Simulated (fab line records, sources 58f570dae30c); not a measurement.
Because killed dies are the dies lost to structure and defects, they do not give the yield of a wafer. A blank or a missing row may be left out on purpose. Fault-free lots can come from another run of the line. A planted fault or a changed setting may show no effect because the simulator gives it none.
Problem report in the 8D (eight disciplines) form, filled by code ; flow berkeley cmos170 ; the parts of the form that need people (team, actions taken, sign-off) are left out

## 1. PROBLEM STATEMENT
bias w at UCB170_M3_METAL_ETCH_18 reads a mean of 185.7 W on 6 wafers of 2 lots; wafers without a fault read 120.0 W with a standard deviation of 0.35. That is +99 or more standard deviations from the usual mean.
The step: etches Al in Cl2/BCl3, stops on SiO2, target depth 1170 nm, time 195 s.
Seen first at day 11 21:12 on rie metal-04, wafer L840.4. The record holds 42 wafers of 14 lots with a number at this step. Rule for "out", or "out of limits": more than 4 standard deviations from the usual mean. The other wafers with a number count as sound.

## 2. WHAT THIS IS AND IS NOT
question;is;is not
which readings at this step;bias w;drypump motor current A, oes product au, throttle valve pct
which lots;L840, L842;L825, L826, L827, L828, L829, L830, L833, L835, L843, L844, L846, L847
which wafers of those lots;all that have a number;-
read on which tools;rie metal-04;rie metal-01, rie metal-03
when;from day 11 21:12;"up to then (24 sound wafers); but 12 sound wafers of L843, L844, L846, L847 came after"

## 3. SUSPECTS, AND WHAT RULES EACH OUT
Counting: a tool at any process step up to the reading remains a suspect when it ran all the lots that are out and ran no sound lot after the first of those.
- rie metal-04 at UCB170_M3_METAL_ETCH_18 (etches Al in Cl2/BCl3, stops on SiO2, target depth 1170 nm, time 195 s): kept. Every lot that is out went through it, starting with L840 (day 11 21:12), and after that it ran no sound lot; the last sound lot it ran before then is L827 (day 9 12:58). Its own readings are out on those wafers: bias w.
After counting, what remains is rie metal-04 at UCB170_M3_METAL_ETCH_18.

## 4. THE CAUSE (what the simulator had put in)
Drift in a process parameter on rie metal-04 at UCB170_M3_METAL_ETCH_18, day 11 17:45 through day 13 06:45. From 120, the setting bias w moved by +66. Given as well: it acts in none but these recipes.
The count eliminated every tool but this one.

## 5. SEQUENCE OF EFFECTS, ordered by route
One row per reading whose mean, taken over the struck wafers that have a number, lies over 3 standard deviations from the usual. Scope: only readings with a usual standard deviation given in the record; hours: median across lots of the time from each lot's start at the first step in this table that gives one to its start at this step; sigmas: change in usual standard deviations.
hours;step;reading;usual;on struck wafers;change;sigmas
0;UCB170_M3_METAL_ETCH_18;bias w;120.0 W;185.7;+65.7;+99 or more
0;UCB170_M3_STRIP_19;oes product au;0.547 a.u.;0.431;-0.116;-4.2
It contains these process steps:
- UCB170_M3_METAL_ETCH_18: etches Al in Cl2/BCl3, stops on SiO2, target depth 1170 nm, time 195 s.
- UCB170_M3_STRIP_19: strips in O2.

## 6. WHAT WOULD HAVE CAUGHT IT SOONER
The fault began at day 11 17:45; the first out-of-limits reading in this record came at day 11 21:12, 3 hours later.
